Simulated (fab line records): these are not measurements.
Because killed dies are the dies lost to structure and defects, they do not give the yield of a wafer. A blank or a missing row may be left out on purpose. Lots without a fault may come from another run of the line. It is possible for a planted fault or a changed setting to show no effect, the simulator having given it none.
Which of the tools did it? / flow rit_cmos / 14 lots, 42 wafers sampled, at 2 steps of a route of 202

WHAT THE GAUGES SHOWED, per wafer
No reading from a measuring or inspecting step in the record can be judged against a usual standard deviation.

WHICH TOOL RAN EACH LOT (tool, then ch and the chambers of the sampled wafers, then the start)
lot=L482; RIT_M1_SOFTBAKE_05=litho_track-02 ch 0, day 3 06:20; RIT_M1_PROBE_99=prober-01, day 3 10:55
lot=L483; RIT_M1_SOFTBAKE_05=litho_track-02 ch 0, day 3 12:04; RIT_M1_PROBE_99=prober-02, day 3 15:37
lot=L484; RIT_M1_SOFTBAKE_05=litho_track-03 ch 0, day 3 19:43; RIT_M1_PROBE_99=prober-01, day 3 23:28
lot=L485; RIT_M1_SOFTBAKE_05=litho_track-03 ch 0, day 4 00:17; RIT_M1_PROBE_99=prober-02, day 4 03:32
lot=L486; RIT_M1_SOFTBAKE_05=litho_track-03 ch 0, day 4 02:25; RIT_M1_PROBE_99=prober-01, day 4 05:40
lot=L489; RIT_M1_SOFTBAKE_05=litho_track-02 ch 0, day 4 22:04; RIT_M1_PROBE_99=prober-02, day 5 01:35
lot=L495; RIT_M1_SOFTBAKE_05=litho_track-03 ch 0, day 5 22:27; RIT_M1_PROBE_99=prober-02, day 6 01:52
lot=L496; RIT_M1_SOFTBAKE_05=litho_track-03 ch 0, day 6 02:49; RIT_M1_PROBE_99=prober-01, day 6 06:14
lot=L498; RIT_M1_SOFTBAKE_05=litho_track-01 ch 0, day 6 17:49; RIT_M1_PROBE_99=prober-01, day 6 21:14
lot=L500; RIT_M1_SOFTBAKE_05=litho_track-01 ch 0, day 6 23:11; RIT_M1_PROBE_99=prober-01, day 7 02:50
lot=L501; RIT_M1_SOFTBAKE_05=litho_track-01 ch 0, day 7 05:41; RIT_M1_PROBE_99=prober-02, day 7 09:05
lot=L502; RIT_M1_SOFTBAKE_05=litho_track-02 ch 0, day 7 12:11; RIT_M1_PROBE_99=prober-01, day 7 16:04
lot=L503; RIT_M1_SOFTBAKE_05=litho_track-02 ch 0, day 7 14:52; RIT_M1_PROBE_99=prober-02, day 7 18:47
lot=L505; RIT_M1_SOFTBAKE_05=litho_track-02 ch 0, day 8 00:03; RIT_M1_PROBE_99=prober-02, day 8 03:28
- RIT_M1_SOFTBAKE_05: time 60 s.
- RIT_M1_PROBE_99

WHAT THE TOOLS THEMSELVES READ (means of the sampled wafers that have a number; where no wafer has one, the mark that the record gives instead)
RIT_M1_SOFTBAKE_05.
lot=L482; tool=litho_track-02; plate_temp_C (C)=89.99; run_length_s (s)=89.13
lot=L483; tool=litho_track-02; plate_temp_C (C)=90.04; run_length_s (s)=89.02
lot=L484; tool=litho_track-03; plate_temp_C (C)=89.79; run_length_s (s)=89.44
lot=L485; tool=litho_track-03; plate_temp_C (C)=89.98; run_length_s (s)=89.45
lot=L486; tool=litho_track-03; plate_temp_C (C)=89.95; run_length_s (s)=89.35
lot=L489; tool=litho_track-02; plate_temp_C (C)=89.99; run_length_s (s)=89.28
lot=L495; tool=litho_track-03; plate_temp_C (C)=89.90; run_length_s (s)=97.70
lot=L496; tool=litho_track-03; plate_temp_C (C)=89.93; run_length_s (s)=97.53
lot=L498; tool=litho_track-01; plate_temp_C (C)=90.00; run_length_s (s)=89.13
lot=L500; tool=litho_track-01; plate_temp_C (C)=90.05; run_length_s (s)=89.22
lot=L501; tool=litho_track-01; plate_temp_C (C)=90.00; run_length_s (s)=89.22
lot=L502; tool=litho_track-02; plate_temp_C (C)=90.05; run_length_s (s)=89.09
lot=L503; tool=litho_track-02; plate_temp_C (C)=89.85; run_length_s (s)=89.13
lot=L505; tool=litho_track-02; plate_temp_C (C)=89.97; run_length_s (s)=88.99

RIT_M1_PROBE_99.
lot=L482; tool=prober-01; defect_limited_yield (%)=96.6; killed_at_M0_to_M3=0.0; killed_at_contacts=0.0; killed_at_front_end=9.0; killed_dies=9; killed_open=4.0; killed_short=5.0; sort_bin_3_pad_short (%)=0.4; sort_bin_5_function (%)=1.8; sort_bin_6_memory (%)=1.3; sort_n_pass=255; sort_yield_pct (%)=96.6
lot=L483; tool=prober-02; defect_limited_yield (%)=97.7; killed_at_M0_to_M3=0.0; killed_at_contacts=0.0; killed_at_front_end=6.0; killed_dies=6; killed_open=1.7; killed_short=4.0; sort_bin_3_pad_short (%)=0.1; sort_bin_5_function (%)=1.3; sort_bin_6_memory (%)=0.9; sort_n_pass=258; sort_yield_pct (%)=97.7
lot=L484; tool=prober-01; defect_limited_yield (%)=97.3; killed_at_M0_to_M3=0.0; killed_at_contacts=0.0; killed_at_front_end=7.0; killed_dies=7; killed_open=2.0; killed_short=5.0; sort_bin_3_pad_short (%)=0.0; sort_bin_5_function (%)=1.6; sort_bin_6_memory (%)=1.0; sort_n_pass=257; sort_yield_pct (%)=97.3
lot=L485; tool=prober-02; defect_limited_yield (%)=99.1; killed_at_M0_to_M3=0.0; killed_at_contacts=0.0; killed_at_front_end=2.3; killed_dies=2; killed_open=2.0; killed_short=0.3; sort_bin_3_pad_short (%)=0.0; sort_bin_5_function (%)=0.5; sort_bin_6_memory (%)=0.4; sort_n_pass=262; sort_yield_pct (%)=99.1
lot=L486; tool=prober-01; defect_limited_yield (%)=96.7; killed_at_M0_to_M3=0.0; killed_at_contacts=0.3; killed_at_front_end=8.3; killed_dies=9; killed_open=5.0; killed_short=3.7; sort_bin_3_pad_short (%)=0.0; sort_bin_5_function (%)=1.9; sort_bin_6_memory (%)=1.4; sort_n_pass=255; sort_yield_pct (%)=96.7
lot=L489; tool=prober-02; defect_limited_yield (%)=97.0; killed_at_M0_to_M3=0.0; killed_at_contacts=0.0; killed_at_front_end=8.0; killed_dies=8; killed_open=3.3; killed_short=4.7; sort_bin_3_pad_short (%)=0.1; sort_bin_5_function (%)=1.9; sort_bin_6_memory (%)=1.0; sort_n_pass=256; sort_yield_pct (%)=97.0
lot=L495; tool=prober-02; defect_limited_yield (%)=97.5; killed_at_M0_to_M3=0.0; killed_at_contacts=0.0; killed_at_front_end=6.7; killed_dies=7; killed_open=1.7; killed_short=5.0; sort_bin_3_pad_short (%)=0.1; sort_bin_5_function (%)=1.4; sort_bin_6_memory (%)=1.0; sort_n_pass=257; sort_yield_pct (%)=97.5
lot=L496; tool=prober-01; defect_limited_yield (%)=97.1; killed_at_M0_to_M3=0.0; killed_at_contacts=0.3; killed_at_front_end=7.3; killed_dies=8; killed_open=3.0; killed_short=4.7; sort_bin_3_pad_short (%)=0.0; sort_bin_5_function (%)=2.3; sort_bin_6_memory (%)=0.7; sort_n_pass=256; sort_yield_pct (%)=97.1
lot=L498; tool=prober-01; defect_limited_yield (%)=96.8; killed_at_M0_to_M3=0.0; killed_at_contacts=0.0; killed_at_front_end=8.3; killed_dies=8; killed_open=4.3; killed_short=4.0; sort_bin_3_pad_short (%)=0.1; sort_bin_5_function (%)=1.1; sort_bin_6_memory (%)=1.9; sort_n_pass=256; sort_yield_pct (%)=96.8
lot=L500; tool=prober-01; defect_limited_yield (%)=97.5; killed_at_M0_to_M3=0.3; killed_at_contacts=0.0; killed_at_front_end=6.3; killed_dies=7; killed_open=3.0; killed_short=3.3; sort_bin_3_pad_short (%)=0.1; sort_bin_5_function (%)=1.5; sort_bin_6_memory (%)=0.9; sort_n_pass=257; sort_yield_pct (%)=97.5
lot=L501; tool=prober-02; defect_limited_yield (%)=98.3; killed_at_M0_to_M3=0.0; killed_at_contacts=0.0; killed_at_front_end=4.3; killed_dies=4; killed_open=2.3; killed_short=2.0; sort_bin_3_pad_short (%)=0.0; sort_bin_5_function (%)=1.2; sort_bin_6_memory (%)=0.5; sort_n_pass=260; sort_yield_pct (%)=98.3
lot=L502; tool=prober-01; defect_limited_yield (%)=96.5; killed_at_M0_to_M3=0.0; killed_at_contacts=0.0; killed_at_front_end=9.3; killed_dies=9; killed_open=5.3; killed_short=4.0; sort_bin_3_pad_short (%)=0.0; sort_bin_5_function (%)=1.9; sort_bin_6_memory (%)=1.7; sort_n_pass=255; sort_yield_pct (%)=96.5
lot=L503; tool=prober-02; defect_limited_yield (%)=97.7; killed_at_M0_to_M3=0.0; killed_at_contacts=0.0; killed_at_front_end=6.0; killed_dies=6; killed_open=2.3; killed_short=3.7; sort_bin_3_pad_short (%)=0.0; sort_bin_5_function (%)=1.6; sort_bin_6_memory (%)=0.6; sort_n_pass=258; sort_yield_pct (%)=97.7
lot=L505; tool=prober-02; defect_limited_yield (%)=98.0; killed_at_M0_to_M3=0.0; killed_at_contacts=0.0; killed_at_front_end=5.3; killed_dies=5; killed_open=2.3; killed_short=3.0; sort_bin_3_pad_short (%)=0.1; sort_bin_5_function (%)=0.9; sort_bin_6_memory (%)=1.0; sort_n_pass=259; sort_yield_pct (%)=98.0

THE ANSWER, worked out from the rows above alone
Rule: the lots themselves supply what counts as usual. The widest of any qualifying gaps counts: lots, ordered by their means at a reading, are off when they make up no more than a third of the lots, leave a main group of 4 or more, and stand apart from it by 3 or more times the standard deviation of that group's means. The tables above print the reading to a certain number of digits; a main group whose means all agree to those digits is not used. Also off: a lot with no number at a reading for which 4 or more lots have one. Any other lot the step has rows for is counted as sound. First the gauges in route order, then the tools' own readings, where a lot's mean is used as printed above. The first step at which some lot is off is used, and at that step the reading that is off furthest; a lot without a number counts as furthest.
Off at RIT_M1_SOFTBAKE_05 (run_length_s): L495, L496. Mean 89.20 s and standard deviation 0.15 in the main group.
A tool fits if, at that step or a process step before it, it ran every lot that is off, and no sound lot after the first of them. One fits: litho_track-03 at RIT_M1_SOFTBAKE_05. Its last sound lot is L486 (day 4 02:25), its first lot that is off L495 (day 5 22:27): a fault that began between those two fits.
The tool's own readings at RIT_M1_SOFTBAKE_05 bear it out: on the lots that are off they differ by more than 5 times the standard deviation of the sound lots' means. run_length_s reads 97.62 s there against 89.20 s on the sound lots.

WHAT HAD BEEN PUT IN BY THE SIMULATOR
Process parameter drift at RIT_M1_SOFTBAKE_05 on litho_track-03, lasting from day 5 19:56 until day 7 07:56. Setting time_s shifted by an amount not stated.
Shown lots that were struck: L495, L496. This agrees with what the rule above found.
